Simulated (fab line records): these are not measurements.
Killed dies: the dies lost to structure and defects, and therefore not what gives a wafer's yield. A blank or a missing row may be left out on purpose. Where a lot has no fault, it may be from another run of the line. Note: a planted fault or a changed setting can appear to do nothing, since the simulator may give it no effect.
fab line records	flow ritCmos
record: lots: 6	wafers: 18	lastDay: 7
route steps=202 shown ACTIVE@11 FOX1@20 FOX2@23 NWELL@28 PWELL@39 WELLDRIVE@50 SILICIDE@161 M1@202
lots with no fault: from the same line, run without faults
startH: the number of hours between the record's first day and the start of the first shown wafer of the lot	waitH: hours elapsed since this lot's preceding step	" as in the row above	L1.1+2: a row that stands for several wafers	- no value, or no start was given	* or withheld: withheld	< > ~ a bound
route shown NAME@n: names a module that has steps shown in the file, with the first one's number in the route	usual: mean and standard deviation over wafers with no fault	same: alike in all rows	chamber/n: place in a boat	sites: per-site readings	_std_site: the standard deviation of these	_edge_site: outer sites' mean less inner sites'	radiusMm: for every site, how far away it sits from the centre of the wafer	mask NAME#n: copy n	behind: the most recent tool/chamber to have shaped the wafer	hold: the reason the lot was held/the length of the hold in hours/how it ended	device: transistor that didn't switch, given as n, p or np	end of line: tests run on the same wafers once the route is complete	a step given without rows: its recipe and nothing more	killed: dies lost to structure and defects at the first sort, not the wafer's yield	map: a wafer's dies, x killed, . not, _ none there
set.NAME: setting as actually run; set.NAME@STEP: the setting as run at that earlier step	model.NAME: the simulator's own value behind a step, which no gauge read
certain route steps with their lots: each step a table, each wafer a row
services: from which hour (startH, from the record's first day; less than 0 if before it) a tool's chamber was out of use, for how many hours, and why
== steps ==
step: RIT_ACTIVE_DEVELOP_10
recipe: resist: NOVOLAK	developTimeS: 50	devTempC: 23
step: RIT_ACTIVE_CD_MEAS_11
recipe: targetCdNm: 1400
usual: cdNm: 1399.6/1.9
lot.wafer	tool	chamber	startH	waitH	cdNm
L733.3	cdSem-01	-	42.84	-	1398.8
L733.4	"	-	"	"	1400.9
L733.5	"	-	"	"	1400.3
L737.1	cdSem-02	-	55.10	-	1399.7
L737.5	"	-	"	"	1400.5
L737.6	"	-	"	"	1400.0
L739.3	cdSem-01	-	64.60	-	1403.0
L739.4	"	-	"	"	1402.2
L739.5	"	-	"	"	1404.2
L740.1	cdSem-01	-	69.59	-	1400.9
L740.3	"	-	"	"	1402.8
L740.4	"	-	"	"	1398.3
L741.1	cdSem-02	-	74.62	-	1398.6
L741.2	"	-	"	"	1398.4
L741.6	"	-	"	"	1397.0
L747.2	cdSem-01	-	105.01	-	1397.7
L747.3	"	-	"	"	1398.4
L747.5	"	-	"	"	1398.3
step: RIT_ACTIVE_HARDBAKE_12
recipe: resist: NOVOLAK	tempC: 140	timeS: 60
step: RIT_ACTIVE_ETCH_13
recipe: stopOn: SiO2	chemistry: SF6	target: Si3N4	timeS: 210	overEtchFrac: 0.4	SF6_flow_sccm: 200	pressureMtorr: 260	rfW: 125	targetDepthA: 2100
usual: SF6_flow_sccm: 200.0/0.68	drypumpMotorCurrentA: 5.8/0.62	oesProductAu: 0.821/0.013	rfFwdPowerW: 124.6/0.41	throttleValvePct: 7.52/0.12
lot.wafer	tool	chamber	startH	waitH	SF6_flow_sccm	drypumpMotorCurrentA	oesProductAu	rfFwdPowerW	rfHoursCounterH	throttleValvePct
L733.3	rieDiel-04	2	43.07	0.1	200.0	6.2	0.819	124.2	8	7.47
L733.4	"	2	"	"	200.0	6.2	0.824	124.5	-	7.47
L733.5	"	3	"	"	201.1	6.2	0.831	124.3	-	7.65
L737.1	rieDiel-01	2	55.37	0.1	200.4	5.2	0.800	125.0	49	7.54
L737.5	"	1	"	"	201.1	6.4	0.824	124.5	-	7.29
L737.6	"	2	"	"	200.0	5.2	0.793	124.7	-	7.53
L739.3	rieDiel-04	1	64.86	0.1	200.0	6.4	0.827	125.5	91	7.43
L739.4	"	2	"	"	200.0	6.2	0.830	124.6	9	7.49
L739.5	"	2	"	"	200.1	6.2	0.823	125.0	-	7.47
L740.1	rieDiel-04	1	69.86	0.1	200.7	6.5	0.826	124.4	91	7.43
L740.3	"	3	"	"	200.4	6.2	0.824	124.1	2	7.65
L740.4	"	2	"	"	200.1	6.2	0.814	124.9	9	7.46
L741.1	rieDiel-03	0	74.89	0.1	199.6	5.8	0.811	125.3	61	7.60
L741.2	"	1	"	"	198.7	6.2	0.805	124.9	117	7.70
L741.6	"	0	"	"	200.4	5.8	0.814	124.2	-	7.58
L747.2	rieDiel-03	2	105.26	0.1	199.2	6.6	0.820	124.9	66	7.55
L747.3	"	0	"	"	200.3	5.8	0.806	123.6	61	7.60
L747.5	"	1	"	"	200.7	6.2	0.814	125.0	-	7.70
step: RIT_ACTIVE_STRIP_14
recipe: chemistry: O2	timeS: 180	resist: NOVOLAK	platenTempC: withheld	powerW: 500	pressureMtorr: 4000	o2FlowSccm: 4000
usual: drypumpMotorCurrentA: 5.57/0.28
lot.wafer	tool	chamber	startH	waitH	drypumpMotorCurrentA	rfHoursCounterH
L733.3	plasmaAsher-02	0	43.27	0.1	5.47	-
L733.4	"	1	"	"	5.61	-
L733.5	"	0	"	"	5.50	-
L737.1	plasmaAsher-01	0	55.51	0.1	5.55	26
L737.5	"	0	"	"	5.53	-
L737.6	"	1	"	"	4.97	-
L739.3	plasmaAsher-02	0	65.05	0.1	5.52	-
L739.4	"	1	"	"	5.62	-
L739.5	"	0	"	"	5.50	-
L740.1	plasmaAsher-02	0	69.99	0.1	5.50	44
L740.3	"	1	"	"	5.62	-
L740.4	"	0	"	"	5.52	-
L741.1	plasmaAsher-02	0	75.03	0.1	5.51	44
L741.2	"	1	"	"	5.63	44
L741.6	"	1	"	"	5.63	-
L747.2	plasmaAsher-02	0	105.40	0.1	5.51	48
L747.3	"	1	"	"	5.64	-
L747.5	"	1	"	"	5.59	-
step: RIT_ACTIVE_CD_MEAS_90
recipe: targetCdNm: 1400
usual: cdNm: 1399.6/1.9
lot.wafer	tool	chamber	startH	waitH	cdNm
L733.3	cdSem-01	-	43.42	0.1	1398.8
L733.4	"	-	"	"	1400.7
L733.5	"	-	"	"	1400.2
L737.1	cdSem-01	-	55.68	0.1	1399.6
L737.5	"	-	"	"	1400.3
L737.6	"	-	"	"	1400.5
L739.3	cdSem-02	-	65.20	0.1	1402.9
L739.4	"	-	"	"	1402.1
L739.5	"	-	"	"	1404.3
L740.1	cdSem-01	-	70.17	0.1	1400.1
L740.3	"	-	"	"	1402.9
L740.4	"	-	"	"	1398.6
L741.1	cdSem-01	-	75.20	0.1	1398.8
L741.2	"	-	"	"	1398.4
L741.6	"	-	"	"	1397.0
L747.2	cdSem-01	-	105.59	0.1	1397.6
L747.3	"	-	"	"	1398.9
L747.5	"	-	"	"	1397.6
step: RIT_ACTIVE_CLEAN_15
recipe: chemistry: SC1	mix: 3:3:50	timeS: 600	tempC: 75
step: RIT_ACTIVE_CLEAN_16
recipe: chemistry: dHF	dilution: 50:1	timeS: 30
step: RIT_ACTIVE_CLEAN_17
recipe: chemistry: SC2	mix: 3:3:50	timeS: 600	tempC: 75	dry: n2Spin
step: RIT_FOX1_OXIDATION_00
recipe: tempC: 1100	ambient: H2O	targetThkA: 3507	pH2oTorr: 720	oxTimeS: 1130
step: RIT_FOX1_THK_MEAS_01
recipe: reads: SiO2_of_FOX1_OXIDATION_00
usual: FOX1_OXIDE_THK: 351/6.3
lot.wafer	tool	chamber	startH	waitH	FOX1_OXIDE_THK[nm]
L733.3	filmMetro-03	-	45.23	0.0	336
L733.4	"	-	"	"	337
L733.5	"	-	"	"	337
L737.1	filmMetro-02	-	58.39	0.0	347
L737.5	"	-	"	"	345
L737.6	"	-	"	"	342
L739.3	filmMetro-01	-	67.33	0.0	349
L739.4	"	-	"	"	344
L739.5	"	-	"	"	352
L740.1	filmMetro-01	-	73.38	0.0	357
L740.3	"	-	"	"	358
L740.4	"	-	"	"	360
L741.1	filmMetro-01	-	78.48	0.0	345
L741.2	"	-	"	"	344
L741.6	"	-	"	"	345
L747.2	filmMetro-01	-	107.59	0.0	346
L747.3	"	-	"	"	352
L747.5	"	-	"	"	351
step: RIT_FOX1_WET_ETCH_02
recipe: chemistry: BOE	targetDepthNm: 350	timeS: 390	tempC: 21.5	dry: n2Spin	dilution: 10:1	target: SiO2
step: RIT_FOX2_OXIDATION_00
recipe: tempC: 1100	ambient: H2O	targetThkA: 3507	pH2oTorr: 720	oxTimeS: 1130
usual: spikeTcCentreC: 1101.6/1.5	spikeTcLoadC: 1128.8/2.4	spikeTcSourceC: 1123.7/3	tubeCenterTempC: 1100/0.1	tube_center_temp_C_max: 1102.9/0.5	zonePowerSourcePct: 42.5/0.84
lot.wafer	tool	chamber	startH	waitH	spikeTcCentreC	spikeTcLoadC	spikeTcSourceC	tubeCenterTempC	tube_center_temp_C_max	zonePowerSourcePct	model.SiO2_of_FOX2_OXIDATION_00.thkNm
L733.3	furnace-01	0	45.46	0.1	1101.9	1129.2	1127.6	1100	1102.4	42.0	337.4
L733.4	"	0	"	"	1100.5	1129.8	1129.1	1100.1	1103.0	41.6	344.6
L733.5	"	0	"	"	1100.3	1128.3	1128.5	1100	1103.1	41.6	341.5
L737.1	furnace-04	0	58.57	0.0	1104.2	1127.1	1121.5	1099.9	1102.2	42.7	367.6
L737.5	"	0	"	"	1099.6	1128.3	1121.7	1100.1	1102.8	42.9	361.7
L737.6	"	0	"	"	1099.3	1125.7	1122.7	1100	1102.5	43.3	360.5
L739.3	furnace-04	0	67.49	0.0	1136.1	1162.1	1155.2	1135	1137.8	45.9	405.2
L739.4	"	0	"	"	1136.5	1161.8	1155.7	1135.1	1138.0	46.4	408.5
L739.5	"	0	"	"	1134.6	1163.3	1156.2	1135	1138.7	46.1	404.8
L740.1	furnace-03	0	73.67	0.0	1103.6	1130.1	1125.1	1100	1102.8	42.5	351.9
L740.3	"	0	"	"	1102.9	1131.8	1122.1	1099.9	1102.1	43.2	354.4
L740.4	"	0	"	"	1104.0	1131.4	1123.2	1100	1102.8	43.6	353.9
L741.1	furnace-04	0	78.78	0.0	1134.4	1162.7	1157.6	1134.9	1138.1	46.5	401.4
L741.2	"	0	"	"	1135.8	1161.3	1158.2	1135.1	1138.6	46.9	401.2
L741.6	"	0	"	"	1134.2	1163.4	1157.5	1135.2	1137.8	46.4	406.9
L747.2	furnace-03	0	107.77	0.0	1103.0	1133.0	1121.3	1100	1102.5	42.9	352.2
L747.3	"	0	"	"	1103.9	1132.7	1121.7	1100	1103.4	42.8	354.5
L747.5	"	0	"	"	1102.0	1132.4	1123.2	1100	1102.3	42.3	354
step: RIT_FOX2_THK_MEAS_01
recipe: reads: SiO2_of_FOX2_OXIDATION_00
usual: FOX2_OXIDE_THK: 352/7.3
lot.wafer	tool	chamber	startH	waitH	FOX2_OXIDE_THK[nm]
L733.3	filmMetro-01	-	46.80	0.0	338
L733.4	"	-	"	"	345
L733.5	"	-	"	"	341
L737.1	filmMetro-02	-	59.88	0.0	368
L737.5	"	-	"	"	362
L737.6	"	-	"	"	361
L739.3	filmMetro-02	-	68.83	0.0	405
L739.4	"	-	"	"	408
L739.5	"	-	"	"	405
L740.1	filmMetro-02	-	74.98	0.0	352
L740.3	"	-	"	"	354
L740.4	"	-	"	"	354
L741.1	filmMetro-01	-	80.09	0.0	402
L741.2	"	-	"	"	401
L741.6	"	-	"	"	407
L747.2	filmMetro-01	-	109.09	0.0	352
L747.3	"	-	"	"	354
L747.5	"	-	"	"	354
step: RIT_FOX2_CLEAN_02
recipe: chemistry: dHF	dilution: 50:1	timeS: 180
step: RIT_FOX2_WET_ETCH_03
recipe: chemistry: H3PO4	target: Si3N4	targetDepthNm: 195	tempC: 165	timeS: 2700
step: RIT_FOX2_THK_MEAS_90
recipe: reads: SiO2_of_FOX2_OXIDATION_00
usual: FIELD_OXIDE_LEFT_1_THK: 325/7.4
lot.wafer	tool	chamber	startH	waitH	FIELD_OXIDE_LEFT_1_THK[nm]
L733.3	filmMetro-01	-	47.74	0.0	310
L733.4	"	-	"	"	317
L733.5	"	-	"	"	314
L737.1	filmMetro-02	-	61.51	0.0	341
L737.5	"	-	"	"	335
L737.6	"	-	"	"	334
L739.3	filmMetro-01	-	70.46	0.0	378
L739.4	"	-	"	"	381
L739.5	"	-	"	"	378
L740.1	filmMetro-02	-	75.86	0.0	325
L740.3	"	-	"	"	327
L740.4	"	-	"	"	327
L741.1	filmMetro-02	-	80.97	0.0	374
L741.2	"	-	"	"	374
L741.6	"	-	"	"	379
L747.2	filmMetro-02	-	110.04	0.0	325
L747.3	"	-	"	"	327
L747.5	"	-	"	"	327
step: RIT_NWELL_HMDS_00
recipe: primeTimeS: 60	primeTempC: 140
step: RIT_NWELL_COAT_01
recipe: resist: NOVOLAK	spinRpm: 2000	resistThkNm: 1300
step: RIT_NWELL_SOFTBAKE_02
recipe: resist: NOVOLAK	tempC: 90	timeS: 60
step: RIT_NWELL_EXPOSE_03
recipe: maskId: M2	na: 0.57	targetCdNm: 43900	doseMj: 250
step: RIT_NWELL_PEB_04
recipe: resist: NOVOLAK	tempC: withheld	timeS: withheld
step: RIT_NWELL_DEVELOP_05
recipe: resist: NOVOLAK	developTimeS: 68	devTempC: 23
step: RIT_NWELL_OVL_MEAS_06
usual: NWELL_OVL: -0.8/1.4
lot.wafer	tool	chamber	startH	waitH	NWELL_OVL[nm]
L733.3	overlay-02	-	48.82	-	-0.5
L733.4	"	-	"	"	1.7
L733.5	"	-	"	"	1.0
L737.1	overlay-01	-	62.53	-	1.5
L737.5	"	-	"	"	1.0
L737.6	"	-	"	"	2.3
L739.3	overlay-01	-	71.52	-	-1.4
L739.4	"	-	"	"	-0.7
L739.5	"	-	"	"	-1.5
L740.1	overlay-02	-	76.93	-	-0.4
L740.3	"	-	"	"	-2.3
L740.4	"	-	"	"	0.5
L741.1	overlay-01	-	82.03	-	-1.7
L741.2	"	-	"	"	1.4
L741.6	"	-	"	"	0.9
L747.2	overlay-02	-	111.03	-	-1.0
L747.3	"	-	"	"	0.5
L747.5	"	-	"	"	-2.4
step: RIT_NWELL_HARDBAKE_07
recipe: resist: NOVOLAK	tempC: 140	timeS: 120
step: RIT_NWELL_IMPLANT_08
recipe: species: P	energyKev: 170	doseCm2: 5e+13	tiltDeg: 7
step: RIT_NWELL_STRIP_09
recipe: chemistry: O2	timeS: 180	resist: NOVOLAK	platenTempC: withheld	powerW: 500	pressureMtorr: 4000	o2FlowSccm: 4000
usual: drypumpMotorCurrentA: 6.0/0.32
lot.wafer	tool	chamber	startH	waitH	drypumpMotorCurrentA	rfHoursCounterH
L733.3	plasmaAsher-03	1	49.30	0.1	5.9	-
L733.4	"	0	"	"	6.0	-
L733.5	"	1	"	"	5.9	-
L737.1	plasmaAsher-04	0	62.96	0.1	6.2	41
L737.5	"	1	"	"	6.3	-
L737.6	"	0	"	"	6.1	-
L739.3	plasmaAsher-01	1	72.00	0.1	5.0	-
L739.4	"	0	"	"	5.5	-
L739.5	"	0	"	"	5.5	-
L740.1	plasmaAsher-04	1	77.36	0.1	6.3	43
L740.3	"	1	"	"	6.3	-
L740.4	"	0	"	"	6.2	-
L741.1	plasmaAsher-04	0	82.47	0.1	6.1	43
L741.2	"	1	"	"	6.3	43
L741.6	"	0	"	"	6.1	-
L747.2	plasmaAsher-04	1	111.46	0.1	6.3	47
L747.3	"	1	"	"	6.3	-
L747.5	"	0	"	"	6.2	-
step: RIT_NWELL_TW_MEAS_10
usual: NWELL_TW: 2141/20
lot.wafer	tool	chamber	startH	waitH	NWELL_TW
L733.3	filmMetro-04	-	49.44	0.1	2116
L733.4	"	-	"	"	2122
L733.5	"	-	"	"	2123
L737.1	filmMetro-04	-	63.14	0.1	2111
L737.5	"	-	"	"	2100
L737.6	"	-	"	"	2113
L739.3	filmMetro-04	-	72.14	0.1	2118
L739.4	"	-	"	"	2121
L739.5	"	-	"	"	2127
L740.1	filmMetro-02	-	77.54	0.1	2145
L740.3	"	-	"	"	2141
L740.4	"	-	"	"	2144
L741.1	filmMetro-03	-	82.64	0.1	2164
L741.2	"	-	"	"	2176
L741.6	"	-	"	"	2174
L747.2	filmMetro-02	-	111.64	0.1	2167
L747.3	"	-	"	"	2158
L747.5	"	-	"	"	2156
step: RIT_PWELL_HMDS_00
recipe: primeTimeS: 60	primeTempC: 140
step: RIT_PWELL_COAT_01
recipe: resist: NOVOLAK	spinRpm: 2000	resistThkNm: 1300
step: RIT_PWELL_SOFTBAKE_02
recipe: resist: NOVOLAK	tempC: 90	timeS: 60
step: RIT_PWELL_EXPOSE_03
recipe: maskId: M3	na: 0.57	targetCdNm: 43700	doseMj: 250
step: RIT_PWELL_PEB_04
recipe: resist: NOVOLAK	tempC: withheld	timeS: withheld
step: RIT_PWELL_DEVELOP_05
recipe: resist: NOVOLAK	developTimeS: 68	devTempC: 23
step: RIT_PWELL_OVL_MEAS_06
usual: PWELL_OVL: -1.6/1.3
lot.wafer	tool	chamber	startH	waitH	PWELL_OVL[nm]
L733.3	overlay-01	-	50.49	-	-1.3
L733.4	"	-	"	"	-2.7
L733.5	"	-	"	"	-1.3
L737.1	overlay-02	-	64.09	-	-3.4
L737.5	"	-	"	"	-1.3
L737.6	"	-	"	"	0.3
L739.3	overlay-02	-	73.23	-	-3.5
L739.4	"	-	"	"	-2.5
L739.5	"	-	"	"	-2.1
L740.1	overlay-01	-	78.72	-	-1.8
L740.3	"	-	"	"	-0.4
L740.4	"	-	"	"	-1.4
L741.1	overlay-02	-	83.71	-	-0.9
L741.2	"	-	"	"	-2.1
L741.6	"	-	"	"	-0.2
L747.2	overlay-02	-	112.64	-	-0.5
L747.3	"	-	"	"	-2.4
L747.5	"	-	"	"	-1.4
step: RIT_PWELL_HARDBAKE_07
recipe: resist: NOVOLAK	tempC: 140	timeS: 120
step: RIT_PWELL_IMPLANT_08
recipe: species: B	energyKev: 170	doseCm2: 7e+13	tiltDeg: 7
step: RIT_PWELL_STRIP_09
recipe: chemistry: O2	timeS: 180	resist: NOVOLAK	platenTempC: withheld	powerW: 500	pressureMtorr: 4000	o2FlowSccm: 4000
usual: drypumpMotorCurrentA: 5.95/0.25
lot.wafer	tool	chamber	startH	waitH	drypumpMotorCurrentA	rfHoursCounterH
L733.3	plasmaAsher-02	0	50.98	0.1	5.50	-
L733.4	"	1	"	"	5.62	-
L733.5	"	1	"	"	5.61	-
L737.1	plasmaAsher-03	1	64.52	0.1	5.95	42
L737.5	"	0	"	"	6.00	-
L737.6	"	1	"	"	5.93	-
L739.3	plasmaAsher-03	1	73.71	0.1	5.93	-
L739.4	"	0	"	"	6.05	-
L739.5	"	1	"	"	5.92	-
L740.1	plasmaAsher-02	0	79.15	0.1	5.53	45
L740.3	"	1	"	"	5.65	-
L740.4	"	0	"	"	5.51	-
L741.1	plasmaAsher-02	1	84.15	0.1	5.62	45
L741.2	"	0	"	"	5.51	45
L741.6	"	0	"	"	5.52	-
L747.2	plasmaAsher-04	0	113.07	0.1	6.15	47
L747.3	"	1	"	"	6.29	-
L747.5	"	0	"	"	6.16	-
step: RIT_PWELL_TW_MEAS_10
usual: PWELL_TW: 953/7.2
lot.wafer	tool	chamber	startH	waitH	PWELL_TW
L733.3	filmMetro-02	-	51.11	0.1	954
L733.4	"	-	"	"	953
L733.5	"	-	"	"	955
L737.1	filmMetro-03	-	64.70	0.1	959
L737.5	"	-	"	"	963
L737.6	"	-	"	"	959
L739.3	filmMetro-02	-	73.84	0.1	955
L739.4	"	-	"	"	953
L739.5	"	-	"	"	955
L740.1	filmMetro-03	-	79.33	0.1	962
L740.3	"	-	"	"	964
L740.4	"	-	"	"	956
L741.1	filmMetro-03	-	84.32	0.1	959
L741.2	"	-	"	"	961
L741.6	"	-	"	"	964
L747.2	filmMetro-03	-	113.25	0.1	951
L747.3	"	-	"	"	951
L747.5	"	-	"	"	955
step: RIT_WELLDRIVE_ANNEAL_00
recipe: tempC: 1100	timeS: 14700	ambient: N2
step: RIT_WELLDRIVE_RS_MEAS_01
recipe: thkMeasGauge: four-point-probe
usual: NWELL_RS: 275.9/0.72
lot.wafer	tool	chamber	startH	waitH	NWELL_RS[ohm/sq]
L733.3	filmMetro-03	-	56.80	0.0	274.2
L733.4	"	-	"	"	274.8
L733.5	"	-	"	"	273.8
L737.1	filmMetro-02	-	69.84	0.0	275.6
L737.5	"	-	"	"	277.2
L737.6	"	-	"	"	276.1
L739.3	filmMetro-02	-	79.01	0.0	275.5
L739.4	"	-	"	"	275.6
L739.5	"	-	"	"	276.2
L740.1	filmMetro-04	-	84.47	0.0	274.0
L740.3	"	-	"	"	274.9
L740.4	"	-	"	"	274.3
L741.1	filmMetro-02	-	89.80	0.0	275.9
L741.2	"	-	"	"	275.8
L741.6	"	-	"	"	276.3
L747.2	filmMetro-03	-	119.59	0.0	275.2
L747.3	"	-	"	"	275.4
L747.5	"	-	"	"	274.8
step: RIT_WELLDRIVE_RS_MEAS_02
recipe: thkMeasGauge: four-point-probe
usual: PWELL_RS: 429.9/1.4
lot.wafer	tool	chamber	startH	waitH	PWELL_RS[ohm/sq]
L733.3	filmMetro-03	-	56.92	0.1	429.3
L733.4	"	-	"	"	430.4
L733.5	"	-	"	"	428.0
L737.1	filmMetro-02	-	69.96	0.1	431.6
L737.5	"	-	"	"	432.4
L737.6	"	-	"	"	433.2
L739.3	filmMetro-02	-	79.13	0.1	429.8
L739.4	"	-	"	"	430.0
L739.5	"	-	"	"	429.6
L740.1	filmMetro-04	-	84.59	0.1	430.7
L740.3	"	-	"	"	429.1
L740.4	"	-	"	"	430.3
L741.1	filmMetro-02	-	89.92	0.1	429.3
L741.2	"	-	"	"	430.4
L741.6	"	-	"	"	430.4
L747.2	filmMetro-03	-	119.71	0.1	432.3
L747.3	"	-	"	"	433.1
L747.5	"	-	"	"	432.8
step: RIT_FOX2_THK_MEAS_91
recipe: reads: SiO2_of_FOX2_OXIDATION_00
usual: FIELD_OXIDE_LEFT_2_THK: 257/7.5
lot.wafer	tool	chamber	startH	waitH	FIELD_OXIDE_LEFT_2_THK[nm]
L733.3	filmMetro-01	-	61.06	0.0	242
L733.4	"	-	"	"	249
L733.5	"	-	"	"	246
L737.1	filmMetro-01	-	73.85	0.0	274
L737.5	"	-	"	"	268
L737.6	"	-	"	"	267
L739.3	filmMetro-02	-	83.02	0.0	309
L739.4	"	-	"	"	312
L739.5	"	-	"	"	309
L740.1	filmMetro-01	-	88.54	0.0	256
L740.3	"	-	"	"	259
L740.4	"	-	"	"	258
L741.1	filmMetro-02	-	93.72	0.0	306
L741.2	"	-	"	"	306
L741.6	"	-	"	"	312
L747.2	filmMetro-04	-	123.46	0.0	257
L747.3	"	-	"	"	259
L747.5	"	-	"	"	259
step: RIT_SILICIDE_WET_ETCH_00
recipe: chemistry: BOE	target: SiO2	targetDepthNm: 14	timeS: 15	dry: n2Spin	dilution: 10:1	tempC: 21.5
lot.wafer	tool	chamber	startH	waitH	model.SiO2_of_FOX2_OXIDATION_00.thkNm
L733.3	wetBench-02	0	83.36	0.1	134.9
L733.4	"	0	"	"	145.4
L733.5	"	0	"	"	139.9
L737.1	wetBench-03	1	93.04	0.1	169.5
L737.5	"	1	"	"	162
L737.6	"	1	"	"	161
L739.3	wetBench-04	1	101.81	0.1	203.9
L739.4	"	1	"	"	205.6
L739.5	"	1	"	"	202.7
L740.1	wetBench-02	1	107.14	0.1	150.4
L740.3	"	1	"	"	153.5
L740.4	"	1	"	"	151.8
L741.1	wetBench-02	0	112.40	0.1	201.8
L741.2	"	0	"	"	200.8
L741.6	"	0	"	"	205.8
L747.2	wetBench-03	1	149.45	0.1	152.4
L747.3	"	1	"	"	153.3
L747.5	"	1	"	"	154.3
step: RIT_M1_PROBE_99
usual: killedAtContacts: 0.0/0.2	killedAtFrontEnd: 7/3	killedDies: 7/3	killedOpen: 3.4/1.8	killedShort: 3.8/2.1
same: grossDies: 264	killed_at_M0_to_M3: 0	killed_at_M4_up: 0	killedAtBackSide: 0	killedAtOther: 0
lot.wafer	tool	chamber	startH	waitH	killedAtContacts	killedAtFrontEnd	killedDies	killedOpen	killedShort
L733.3	prober-01	-	92.23	0.2	0	2	2	2	0
L733.4	prober-01	-	92.28	0.2	1	4	5	2	3
L733.5	prober-01	-	92.33	0.2	0	6	6	1	5
L737.1	prober-02	-	100.05	0.1	0	8	8	3	5
L737.5	prober-02	-	100.25	0.2	0	5	5	2	3
L737.6	prober-02	-	100.30	0.2	0	5	5	3	2
L740.1	prober-01	-	114.07	0.1	0	12	12	1	11
L740.3	prober-01	-	114.17	0.2	0	9	9	5	4
L740.4	prober-01	-	114.22	0.2	0	8	8	4	4
L741.1	prober-02	-	119.19	0.1	0	8	8	4	4
L741.2	prober-02	-	119.24	0.1	0	11	11	3	8
L741.6	prober-02	-	119.44	0.2	0	9	9	6	3
killed by level:class
L733.3 SILICIDE:geometricParticle:open=2
L733.4 GATE:geometricParticle:open=1 GATE:geometricParticle:short=1 REOX:geometricParticle:short=1 REOX:geometricParticle:open=1 CONTACT:geometricParticle:short=1
L733.5 SILICIDE:geometricParticle:short=2 FOX1:geometricParticle:short=1 FOX2:geometricParticle:open=1 GATE:geometricParticle:short=1 REOX:geometricParticle:short=1
L737.1 GATE:geometricParticle:open=2 FOX1:geometricParticle:short=1 GATE:geometricParticle:short=1 REOX:geometricParticle:short=1 SPACER:geometricParticle:short=1 SILICIDE:geometricParticle:open=1 SILICIDE:geometricParticle:short=1
L737.5 GATE:geometricParticle:open=1 GATE:geometricParticle:short=1 SPACER:geometricParticle:open=1 SPACER:geometricParticle:short=1 SILICIDE:geometricParticle:short=1
L737.6 FOX2:geometricParticle:short=1 GATE:geometricParticle:short=1 GATE:geometricParticle:open=1 REOX:geometricParticle:open=1 SPACER:geometricParticle:open=1
L740.1 GATE:geometricParticle:short=4 SILICIDE:geometricParticle:short=4 FOX2:geometricParticle:short=2 FOX1:geometricParticle:short=1 GATE:geometricParticle:open=1
L740.3 GATE:geometricParticle:open=4 FOX1:geometricParticle:short=2 GATE:geometricParticle:short=2 FOX1:geometricParticle:open=1
L740.4 GATE:geometricParticle:short=3 FOX1:geometricParticle:open=1 GATE:geometricParticle:open=1 REOX:geometricParticle:open=1 SILICIDE:geometricParticle:open=1 SILICIDE:geometricParticle:short=1
L741.1 GATE:geometricParticle:short=2 SPACER:geometricParticle:short=2 FOX1:geometricParticle:open=1 GATE:geometricParticle:open=1 SPACER:geometricParticle:open=1 SILICIDE:geometricParticle:open=1
L741.2 FOX1:geometricParticle:short=2 GATE:geometricParticle:short=2 SPACER:geometricParticle:short=2 FOX1:geometricParticle:open=1 FOX2:geometricParticle:open=1 REOX:geometricParticle:short=1 SPACER:geometricParticle:open=1 SILICIDE:geometricParticle:short=1
L741.6 GATE:geometricParticle:open=2 SPACER:geometricParticle:open=2 FOX1:geometricParticle:open=1 GATE:geometricParticle:short=1 REOX:geometricParticle:open=1 REOX:geometricParticle:short=1 SPACER:geometricParticle:short=1
== services ==
tool	chamber	startH	hours	kind
furnace-03	-	19.74	6.5	pm
rieDiel-04	0	42.82	4.8	repair
rieDiel-01	-	45.14	0.3	repair
furnace-01	-	63.13	2.2	pm
plasmaAsher-03	-	76.25	2.9	repair
plasmaAsher-04	-	78.88	2.8	pm
rieDiel-03	0	86.65	18.1	repair
plasmaAsher-03	-	108.75	9.0	pm
plasmaAsher-03	0	108.75	9.0	ventCycle
plasmaAsher-03	1	108.75	9.0	ventCycle
plasmaAsher-03	-	116.03	0.7	repair
plasmaAsher-03	0	117.75	-	clean
plasmaAsher-03	1	117.75	-	clean
rieDiel-01	1	126.20	4.9	repair
furnace-03	-	133.39	4.1	pm
plasmaAsher-01	-	136.21	0.6	repair
rieDiel-01	3	140.74	-	clean
rieDiel-01	3	140.74	11.4	scheduledDown
rieDiel-01	3	140.74	11.4	ventCycle
rieDiel-04	3	145.90	8.6	repair
== key ==
firstSign: step: RIT_FOX2_OXIDATION_00	reading: tubeCenterTempC	direction: up	sigmas: 99+	usual: *	struck: *
effect: step: RIT_FOX2_OXIDATION_00	reading: tube_center_temp_C_max	direction: up	sigmas: 71	usual: *	struck: *
effect: step: RIT_FOX2_THK_MEAS_01	reading: FOX2_OXIDE_THK	direction: up	sigmas: 7.2	usual: 352	struck: 405
effect: step: RIT_FOX2_THK_MEAS_90	reading: FIELD_OXIDE_LEFT_1_THK	direction: up	sigmas: 7.1	usual: 325	struck: 377
effect: step: RIT_FOX2_THK_MEAS_91	reading: FIELD_OXIDE_LEFT_2_THK	direction: up	sigmas: 7	usual: 257	struck: 309
modelEffect: step: RIT_FOX2_OXIDATION_00	value: SiO2_of_FOX2_OXIDATION_00.thkNm	without: 350.8	struck: 404.7
modelEffect: step: RIT_SILICIDE_WET_ETCH_00	value: SiO2_of_FOX2_OXIDATION_00.thkNm	without: 149.5	struck: 203.4
metAt RIT_FOX2_OXIDATION_00
struckWafers L739.3,L739.4,L739.5,L741.1,L741.2,L741.6
testerLeftOut L739,L741
onsetBetween 58.57 67.49
fault: kind: processParameterDrift	tool: furnace-04	chamber: -	onsetH: 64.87	steps: RIT_FOX2_OXIDATION_00	channel: tempC	offset: *	shape: step	endH: 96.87	actsIn: *	stated: *
testerLeftOut: of these lots the tester's yield and bins aren't shown, on N5 and GAA mostly nor the transistor test; their killed dies are dies lost to structure and defects alone, not to doping, threshold or leakage, so they don't give the yield
